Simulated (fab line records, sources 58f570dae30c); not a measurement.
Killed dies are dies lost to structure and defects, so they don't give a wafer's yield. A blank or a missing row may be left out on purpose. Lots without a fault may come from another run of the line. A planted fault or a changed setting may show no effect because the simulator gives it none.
Problem report in the 8D (eight disciplines) form, filled by code | flow berkeley_cmos170 | the parts of the form that need people (team, actions taken, sign-off) are left out

1. THE PROBLEM
heater_power_total_W at UCB170_ZERO_SOFTBAKE_02 reads a mean of 53.70 W on 6 wafers of 2 lots; wafers without a fault read 56.81 W with a standard deviation of 0.045. That is -69 standard deviations from the usual mean.
The step: time 60 s.
First seen on wafer L953.2, day 3 17:17, on litho_track-01. The record holds 42 wafers of 14 lots with a number at this step. Rule for "out", or "out of limits": more than 4 standard deviations from the usual mean. The other wafers with a number count as sound.

2. WHAT IT IS AND WHAT IT IS NOT
question                    | is                                 | is not
which readings at this step | heater_power_total_W, plate_temp_C | -
which lots                  | L953, L955                         | L944, L948, L949, L951, L954, L956, L957, L958, L962, L963, L966, L967
which wafers of those lots  | all that have a number             | -
read on which tools         | litho_track-01                     | litho_track-03, litho_track-04
when                        | from day 3 17:17                   | up to then (12 sound wafers); but 24 sound wafers of L954, L956, L957, L958, L962, L963, L966, L967 came after

3. SUSPECTS, AND WHAT RULES EACH OUT
Counting: a tool at a process step up to the reading stays a suspect if it ran every lot that is out and no sound lot after the first of them.
- litho_track-01 at UCB170_ZERO_SOFTBAKE_02 (time 60 s): ruled out as a lasting fault. Sound lots L967 ran on it after its first lot that is out, L953 (day 3 17:17).
Left after counting: nothing in the record.

4. THE CAUSE (what the simulator had put in)
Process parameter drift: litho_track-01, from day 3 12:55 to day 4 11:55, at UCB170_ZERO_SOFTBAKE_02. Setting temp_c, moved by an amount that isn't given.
Counting ruled it out, wrongly.

5. THE CHAIN OF EFFECTS, in route order
Each row: a reading whose mean over the struck wafers that have a number lies more than 3 standard deviations from the usual. Only readings for which the record gives a usual standard deviation are gone through. hours: the time from each lot's start at the first step in this table that gives one to its start at this step, as a median over the lots. sigmas: the change in usual standard deviations.
hours | step                    | reading              | usual    | on struck wafers | change | sigmas
0     | UCB170_ZERO_SOFTBAKE_02 | heater_power_total_W | 56.81 W  | 53.70            | -3.11  | -69
0     | UCB170_ZERO_SOFTBAKE_02 | plate_temp_C         | 130.01 C | 124.53           | -5.48  | -39
The process steps in it:
- UCB170_ZERO_SOFTBAKE_02: time 60 s.

6. WHAT WOULD HAVE CAUGHT IT SOONER
In this record the first reading out of limits was taken at day 3 17:17, 4 hours after the fault began at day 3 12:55.
